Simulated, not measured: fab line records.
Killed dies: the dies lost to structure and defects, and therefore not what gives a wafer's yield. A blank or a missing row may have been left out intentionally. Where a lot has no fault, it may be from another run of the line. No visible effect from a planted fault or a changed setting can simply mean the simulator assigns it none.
The tool behind it: which one?	flow rit_cmos	Sampling: 7 lots, 21 wafers, 2 of 202 route steps

== WHAT EACH GAUGE READ, for each wafer ==
RIT_FOX2_THK_MEAS_01.
lot	measured	on	FOX2_OXIDE_THK (nm)
L830	day 2 00:01	film_metro-01	350 351 352
L832	day 2 09:40	film_metro-02	351 361 353
L834	day 2 22:50	film_metro-03	510 532 520
L842	day 4 14:22	film_metro-01	536 540 525
L846	day 5 08:24	film_metro-03	353 349 352
L849	day 5 22:43	film_metro-01	345 350 350
L852	day 6 13:22	film_metro-01	348 346 354

== TOOL THAT RAN EACH LOT (tool first, then ch and the chambers of the sampled wafers, then the start) ==
lot	RIT_FOX2_OXIDATION_00
L830	furnace-02 ch 0, day 1 22:43
L832	furnace-03 ch 0, day 2 08:21
L834	furnace-03 ch 0, day 2 19:20
L842	furnace-01 ch 0, day 4 11:32
L846	furnace-02 ch 0, day 5 07:04
L849	furnace-02 ch 0, day 5 21:25
L852	furnace-01 ch 0, day 6 12:03
- RIT_FOX2_OXIDATION_00: target thk 350.7 nm, ox time 1130 s.

== THE ANSWER, worked out from the rows above alone ==
Rule: what is usual is taken from the lots themselves. The widest of any qualifying gaps counts: lots, ordered by their means at a reading, are off when they make up no more than a third of the lots, leave a main group of 4 or more, and stand apart from it by 3 or more times the standard deviation of that group's means. The tables above print the reading to a certain number of digits; a main group whose means all agree to those digits is not used. A lot without any number at a reading at which 4 lots or more have one is off too. The other lots that the step has rows for count as sound.
Off: L834, L842, seen at RIT_FOX2_THK_MEAS_01 (FOX2_OXIDE_THK). The main group has a mean of 351 nm with a standard deviation of 2.3.
If a tool, at a process step before that reading, ran all the lots that are off and no sound lot after the first of them, it fits. Those tools and the gauges at RIT_FOX2_THK_MEAS_01 are tried in the same way. Not one of the candidates tried fits.

== WHAT WAS PUT IN BY THE SIMULATOR ==
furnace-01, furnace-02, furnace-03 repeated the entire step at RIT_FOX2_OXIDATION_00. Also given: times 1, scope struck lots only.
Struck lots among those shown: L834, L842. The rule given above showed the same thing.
